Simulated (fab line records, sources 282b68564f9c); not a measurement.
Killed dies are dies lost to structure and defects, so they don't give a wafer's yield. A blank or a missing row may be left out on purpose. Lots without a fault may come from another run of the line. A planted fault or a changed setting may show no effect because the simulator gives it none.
A sampling plan put to the test | flow rit_cmos | one fab line, 32 faults that these records tell of, each judged on the records of the lots that it struck
The plan is the line's own looks: the steps of the route at which a gauge or an inspection reads the wafer and doesn't change it. A look can be judged if struck wafers have a number there and the file gives its usual mean and standard deviation on fault-free wafers. Caught: at a look after the fault's first step, the mean of the struck wafers lies 4 or more of those standard deviations (sigma) from the usual mean. On the tool: the same test on the tool's own readings at the fault's steps. Another recipe on the struck wafers, or a record that is blank for them alone, also counts as caught.

THE FAULTS, as the simulator had put them in
1. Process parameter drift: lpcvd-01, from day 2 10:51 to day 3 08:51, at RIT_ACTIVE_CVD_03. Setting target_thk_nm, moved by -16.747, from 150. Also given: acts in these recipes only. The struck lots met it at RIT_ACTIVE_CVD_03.
2. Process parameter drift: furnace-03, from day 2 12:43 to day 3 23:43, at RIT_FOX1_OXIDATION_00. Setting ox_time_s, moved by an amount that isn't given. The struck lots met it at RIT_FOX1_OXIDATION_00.
3. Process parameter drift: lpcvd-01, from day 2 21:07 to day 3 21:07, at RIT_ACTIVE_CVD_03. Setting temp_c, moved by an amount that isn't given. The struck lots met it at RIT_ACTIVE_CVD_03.
4. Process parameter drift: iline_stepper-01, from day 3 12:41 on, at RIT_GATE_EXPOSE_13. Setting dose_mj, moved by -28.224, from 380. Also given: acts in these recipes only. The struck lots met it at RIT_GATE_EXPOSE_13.
5. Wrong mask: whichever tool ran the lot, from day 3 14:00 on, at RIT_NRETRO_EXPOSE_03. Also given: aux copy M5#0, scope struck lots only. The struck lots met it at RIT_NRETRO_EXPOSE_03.
6. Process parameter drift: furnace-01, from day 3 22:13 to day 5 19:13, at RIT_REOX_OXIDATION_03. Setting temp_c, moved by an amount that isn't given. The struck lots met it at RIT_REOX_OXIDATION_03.
7. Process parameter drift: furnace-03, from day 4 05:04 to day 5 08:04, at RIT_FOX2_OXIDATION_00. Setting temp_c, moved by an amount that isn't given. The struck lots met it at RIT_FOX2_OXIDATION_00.
8. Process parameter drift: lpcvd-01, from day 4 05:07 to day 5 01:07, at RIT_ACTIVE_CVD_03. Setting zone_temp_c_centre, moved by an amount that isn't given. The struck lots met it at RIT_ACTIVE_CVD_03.
9. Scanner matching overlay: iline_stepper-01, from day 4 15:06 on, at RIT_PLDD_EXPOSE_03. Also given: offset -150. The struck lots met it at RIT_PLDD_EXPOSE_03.
10. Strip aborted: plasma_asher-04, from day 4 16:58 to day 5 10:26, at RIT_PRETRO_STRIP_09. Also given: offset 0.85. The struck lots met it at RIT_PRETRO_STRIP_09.
11. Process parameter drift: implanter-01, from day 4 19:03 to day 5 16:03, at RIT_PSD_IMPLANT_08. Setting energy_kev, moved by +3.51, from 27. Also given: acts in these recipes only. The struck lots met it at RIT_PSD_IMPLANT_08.
12. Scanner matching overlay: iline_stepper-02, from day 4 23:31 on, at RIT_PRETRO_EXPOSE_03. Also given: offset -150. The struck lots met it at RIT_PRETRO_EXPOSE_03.
13. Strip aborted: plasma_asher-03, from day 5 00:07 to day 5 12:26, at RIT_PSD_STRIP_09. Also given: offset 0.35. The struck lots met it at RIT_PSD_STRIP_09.
14. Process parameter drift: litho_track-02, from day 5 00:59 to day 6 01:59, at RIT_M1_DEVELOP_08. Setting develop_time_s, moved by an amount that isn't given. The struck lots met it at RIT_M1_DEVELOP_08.
15. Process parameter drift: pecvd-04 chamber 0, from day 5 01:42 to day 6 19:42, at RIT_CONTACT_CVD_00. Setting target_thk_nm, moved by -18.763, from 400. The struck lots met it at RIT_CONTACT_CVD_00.
16. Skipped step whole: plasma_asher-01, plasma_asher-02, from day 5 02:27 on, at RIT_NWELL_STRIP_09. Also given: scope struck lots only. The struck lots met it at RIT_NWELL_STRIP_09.
17. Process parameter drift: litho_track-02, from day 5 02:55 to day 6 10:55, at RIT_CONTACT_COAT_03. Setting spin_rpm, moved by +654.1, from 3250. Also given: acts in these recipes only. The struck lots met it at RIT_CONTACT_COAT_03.
18. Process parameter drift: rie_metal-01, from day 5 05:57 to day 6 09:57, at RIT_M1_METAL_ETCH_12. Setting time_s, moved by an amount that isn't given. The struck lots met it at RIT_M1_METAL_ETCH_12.
19. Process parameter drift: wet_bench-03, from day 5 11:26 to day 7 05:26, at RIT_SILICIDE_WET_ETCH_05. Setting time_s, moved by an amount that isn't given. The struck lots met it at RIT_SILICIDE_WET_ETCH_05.
20. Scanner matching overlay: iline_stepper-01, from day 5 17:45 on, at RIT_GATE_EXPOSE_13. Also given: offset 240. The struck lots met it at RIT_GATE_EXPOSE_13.
21. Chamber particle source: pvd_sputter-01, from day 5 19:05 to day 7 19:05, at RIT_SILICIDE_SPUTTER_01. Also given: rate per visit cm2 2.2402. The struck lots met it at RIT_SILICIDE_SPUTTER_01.
22. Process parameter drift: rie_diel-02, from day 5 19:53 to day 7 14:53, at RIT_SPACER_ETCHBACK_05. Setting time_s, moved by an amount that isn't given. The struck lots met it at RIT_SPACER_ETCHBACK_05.
23. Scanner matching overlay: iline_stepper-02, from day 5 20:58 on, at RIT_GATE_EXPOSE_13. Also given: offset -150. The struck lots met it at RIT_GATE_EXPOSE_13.
24. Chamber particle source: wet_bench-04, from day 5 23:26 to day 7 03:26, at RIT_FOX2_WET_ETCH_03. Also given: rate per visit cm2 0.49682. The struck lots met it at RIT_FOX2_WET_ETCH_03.
25. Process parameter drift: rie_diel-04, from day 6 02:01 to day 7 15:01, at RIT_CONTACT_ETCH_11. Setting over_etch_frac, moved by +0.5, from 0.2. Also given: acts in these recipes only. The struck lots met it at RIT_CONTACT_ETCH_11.
26. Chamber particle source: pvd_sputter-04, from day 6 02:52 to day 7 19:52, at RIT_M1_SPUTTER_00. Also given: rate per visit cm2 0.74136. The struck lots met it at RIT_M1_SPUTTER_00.
27. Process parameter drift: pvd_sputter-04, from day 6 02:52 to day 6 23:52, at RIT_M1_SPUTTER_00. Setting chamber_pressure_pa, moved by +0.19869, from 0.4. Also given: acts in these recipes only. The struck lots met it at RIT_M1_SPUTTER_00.
28. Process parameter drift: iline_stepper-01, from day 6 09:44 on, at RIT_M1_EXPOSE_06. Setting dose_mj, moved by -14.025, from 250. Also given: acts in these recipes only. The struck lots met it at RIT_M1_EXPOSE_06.
29. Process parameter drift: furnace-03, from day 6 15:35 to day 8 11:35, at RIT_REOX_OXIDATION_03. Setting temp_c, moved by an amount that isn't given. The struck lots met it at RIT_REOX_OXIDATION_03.
30. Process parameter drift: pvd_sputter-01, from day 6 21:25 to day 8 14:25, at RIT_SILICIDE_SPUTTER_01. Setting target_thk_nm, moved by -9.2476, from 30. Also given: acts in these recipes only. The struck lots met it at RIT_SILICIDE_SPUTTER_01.
31. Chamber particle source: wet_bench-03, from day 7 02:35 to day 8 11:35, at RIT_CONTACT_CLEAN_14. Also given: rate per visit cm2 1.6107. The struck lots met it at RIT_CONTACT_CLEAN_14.
32. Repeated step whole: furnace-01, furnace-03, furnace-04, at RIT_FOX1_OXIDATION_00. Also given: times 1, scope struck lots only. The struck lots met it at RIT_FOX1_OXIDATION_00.

WHAT THE PLAN SAW
fault | on the tool itself                               | first look that catches it                   | reading, sigma                                               | median hours from its first step to that look | hours from the fault's start to the first struck lot there | judged looks passed uncaught
1     | under 2 sigma                                    | RIT_ACTIVE_THK_MEAS_04                       | ACTIVE_NITRIDE_THK -11                                       | 1.8                                           | 5                                                          | 0
2     | under 2 sigma                                    | RIT_FOX1_THK_MEAS_01                         | FOX1_OXIDE_THK +14                                           | 1.3                                           | 7                                                          | 0
3     | susceptor_temp_C +99 or beyond sigma             | RIT_ACTIVE_THK_MEAS_04                       | ACTIVE_NITRIDE_THK +72                                       | 1.4                                           | 9                                                          | 0
4     | exposure_dose_mJ_cm2 -13 sigma                   | RIT_GATE_CD_MEAS_16                          | cd_nm +11                                                    | 0.4                                           | 3                                                          | 0
5     | under 2 sigma                                    | RIT_NRETRO_TW_MEAS_10                        | NRETRO_TW -99 or beyond                                      | 1.0                                           | 4                                                          | 0
6     | tube_center_temp_C +99 or beyond sigma           | RIT_REOX_THK_MEAS_04                         | REOX_OXIDE_THK +8.3                                          | 2.5                                           | 0                                                          | 0
7     | tube_center_temp_C +99 or beyond sigma           | RIT_FOX2_THK_MEAS_01                         | FOX2_OXIDE_THK +4.0                                          | 1.3                                           | 6                                                          | 0
8     | spike_tc_centre_C +28 sigma                      | RIT_ACTIVE_THK_MEAS_04                       | ACTIVE_NITRIDE_THK +18                                       | 1.4                                           | 6                                                          | 0
9     | under 2 sigma                                    | RIT_PLDD_OVL_MEAS_06                         | PLDD_OVL -99 or beyond                                       | 0.4                                           | 10                                                         | 0
10    | run_length_s -99 or beyond sigma                 | not the one look that can be judged after it | -                                                            | -                                             | -                                                          | 1
11    | beam_energy_keV +99 or beyond sigma              | RIT_PSD_TW_MEAS_10                           | PSD_TW +4.5                                                  | 0.3                                           | 13                                                         | 0
12    | under 2 sigma                                    | RIT_PRETRO_OVL_MEAS_06                       | PRETRO_OVL -99 or beyond                                     | 0.4                                           | 10                                                         | 0
13    | run_length_s -99 or beyond sigma                 | not the one look that can be judged after it | -                                                            | -                                             | -                                                          | 1
14    | no reading that can be judged                    | RIT_M1_CD_MEAS_09                            | cd_nm +5.1                                                   | 0.8                                           | 3                                                          | 0
15    | under 2 sigma                                    | not the one look that can be judged after it | strongest: CONTACT_TEOS_THK at RIT_CONTACT_THK_MEAS_01, -3.2 | -                                             | -                                                          | 1
16    | the tool's record is blank for the struck wafers | RIT_PWELL_TW_MEAS_10                         | PWELL_TW -99 or beyond                                       | 1.9                                           | 4                                                          | 1
17    | spin_speed_rpm +99 or beyond sigma               | not the one look that can be judged after it | strongest: cd_nm at RIT_CONTACT_CD_MEAS_08, +3.9             | -                                             | -                                                          | 1
18    | run_length_s +6.1 sigma                          | no look after it can be judged               | -                                                            | -                                             | -                                                          | 0
19    | run_length_s -13 sigma                           | no look after it can be judged               | -                                                            | -                                             | -                                                          | 0
20    | under 2 sigma                                    | RIT_GATE_OVL_MEAS_17                         | GATE_OVL +99 or beyond                                       | 0.5                                           | 7                                                          | 0
21    | under 2 sigma                                    | no look after it can be judged               | -                                                            | -                                             | -                                                          | 0
22    | run_length_s -99 or beyond sigma                 | no look after it can be judged               | -                                                            | -                                             | -                                                          | 0
23    | no reading that can be judged                    | RIT_GATE_OVL_MEAS_17                         | GATE_OVL -87                                                 | 0.5                                           | 6                                                          | 0
24    | no reading that can be judged                    | no look after it can be judged               | -                                                            | -                                             | -                                                          | 0
25    | under 2 sigma                                    | no look after it can be judged               | -                                                            | -                                             | -                                                          | 0
26    | under 2 sigma                                    | no look after it can be judged               | -                                                            | -                                             | -                                                          | 0
27    | chamber_pressure_pa +99 or beyond sigma          | RIT_M1_RS_MEAS_01                            | M1_AL_RS +10                                                 | 0.3                                           | 6                                                          | 0
28    | exposure_dose_mJ_cm2 -11 sigma                   | RIT_M1_CD_MEAS_09                            | cd_nm +5.0                                                   | 0.4                                           | 12                                                         | 0
29    | spike_tc_centre_C +7.0 sigma                     | RIT_REOX_THK_MEAS_04                         | REOX_OXIDE_THK +6.1                                          | 2.6                                           | 0                                                          | 0
30    | under 2 sigma                                    | RIT_SILICIDE_RS_MEAS_02                      | SILICIDE_TI_RS +48                                           | 0.1                                           | 4                                                          | 0
31    | no reading that can be judged                    | no look after it can be judged               | -                                                            | -                                             | -                                                          | 0
32    | under 2 sigma                                    | RIT_FOX1_THK_MEAS_01                         | FOX1_OXIDE_THK +28                                           | 3.5                                           | -                                                          | 0
A dash: the fault isn't caught, or these records don't give the number.

Caught at a look: 20 of 32. Caught on the tool: 16 of 32. By one or the other: 26 of 32.
Caught on the tool alone: faults 10, 13, 17, 18, 19, 22.
Caught at a look alone: faults 1, 2, 5, 9, 12, 14, 20, 23, 30, 32.
Caught by neither: faults 15, 21, 24, 25, 26, 31.

THINNER SAMPLING
If the look that catches a fault measured only every second or every third lot, by lot number, the first struck lot would be measured this late in the worst case:
fault | struck lots at that look, in order of time | every lot | every second lot | every third lot
1     | L913, L916                                 | 5 h       | 19 h             | may miss all 2
2     | L295, L300                                 | 7 h       | 31 h             | may miss all 2
3     | L296, L297, L298                           | 9 h       | 14 h             | 19 h
4     | L691, L692, L693, L694                     | 3 h       | 6 h              | 11 h
5     | L327                                       | 4 h       | may miss it      | may miss it
6     | L232, L233, L235                           | 0 h       | 5 h              | may miss all 3
7     | L820, L822, L823                           | 6 h       | 21 h             | may miss all 3
8     | L155, L157                                 | 6 h       | may miss all 2   | may miss all 2
9     | L569, L572                                 | 10 h      | 27 h             | may miss all 2
11    | L275, L276                                 | 13 h      | 17 h             | may miss all 2
12    | L599, L602, L603, L604                     | 10 h      | 29 h             | 40 h
14    | L281, L283, L284                           | 3 h       | 17 h             | may miss all 3
16    | L626, L627                                 | 4 h       | 10 h             | may miss all 2
20    | L205, L208                                 | 7 h       | 22 h             | may miss all 2
23    | L737, L738                                 | 6 h       | 16 h             | may miss all 2
27    | L640, L642                                 | 6 h       | may miss all 2   | may miss all 2
28    | L934, L935                                 | 12 h      | 20 h             | may miss all 2
29    | L306, L307, L308                           | 0 h       | 5 h              | 9 h
30    | L704, L706                                 | 4 h       | may miss all 2   | may miss all 2
Hours are from the fault's start to the first struck lot that is measured. The limit of 4 sigma was tested on all struck wafers together, so one lot alone may lie under it. Other struck lots may not be in these records.

THE LONGEST TIMED WAY FROM STEP TO LOOK
Fault 32: a median of 3.5 hours passes between RIT_FOX1_OXIDATION_00 and RIT_FOX1_THK_MEAS_01. No look between them can be judged.
